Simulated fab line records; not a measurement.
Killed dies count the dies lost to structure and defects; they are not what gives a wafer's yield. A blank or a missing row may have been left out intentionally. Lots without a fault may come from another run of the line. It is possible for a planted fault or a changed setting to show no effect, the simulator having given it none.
A single fault, viewed from 2 desks -- flow berkeley cmos170 -- every desk sees just its own numbers, and what lay behind them comes last

AT THE METROLOGY DESK
What the gauges read, lot by lot, whatever tool the lot ran on: means of the sampled wafers that have a number. Any lot whose mean is over 4 standard deviations away from the usual mean is out of limits and marked OUT; that distance is given in the brackets.
Columns: A = cd nm at UCB170_ACTIVE_CD_MEAS_13, usual 1200.0 nm; B = FIELD_OXIDE_THK at UCB170_FIELD_THK_MEAS_02, usual 552 nm
lot,first seen here,A,B
L750,day 4 12:46,1201.1,548
L752,day 5 01:46,1197.6,544
L753,day 5 11:52,1199.7,566
L757,day 5 19:39,1201.4,558
L759,day 6 06:17,1202.4,551
L758,day 6 06:31,1202.0,550
L760,day 6 06:44,1200.2,560
L761,day 6 15:26,1200.5,556
L764,day 7 08:43,1201.7,561
L763,day 7 09:08,1198.9,549
L770,day 9 14:11,1201.5,541
L772,day 9 21:23,1199.7,535
L771,day 9 21:38,1200.9,536
L773,day 9 21:44,1201.6,553
Finding of this desk: none of the 14 lots has anything out of limits.

FOR THE TOOL OWNER'S DESK: furnace-01
The tool's own readings at UCB170_GATE_ANNEAL_03 (time 1800 s): means of the sampled wafers that have a number, for each lot that ran on this tool. Any lot whose mean is over 4 standard deviations away from the usual mean is out of limits and marked OUT; that distance is given in the brackets.
Columns: A = spike tc centre C at UCB170_GATE_ANNEAL_03, usual 901.2 C; B = spike tc load C at UCB170_GATE_ANNEAL_03, usual 921.8 C
lot,first seen here,A,B
L752,day 7 06:56,902.0,923.0
L753,day 7 15:26,902.5,922.4
L771,day 12 00:12,901.4,922.8
L772,day 12 00:12,901.6,922.1
L773,day 12 00:12,901.8,922.7
Finding of this desk: none of the 5 lots has anything out of limits.

BROUGHT TOGETHER
Nothing out of limits was seen by the metrology desk.
Nothing out of limits was seen by the tool owner's desk.

WHAT HAD BEEN PUT IN BY THE SIMULATOR
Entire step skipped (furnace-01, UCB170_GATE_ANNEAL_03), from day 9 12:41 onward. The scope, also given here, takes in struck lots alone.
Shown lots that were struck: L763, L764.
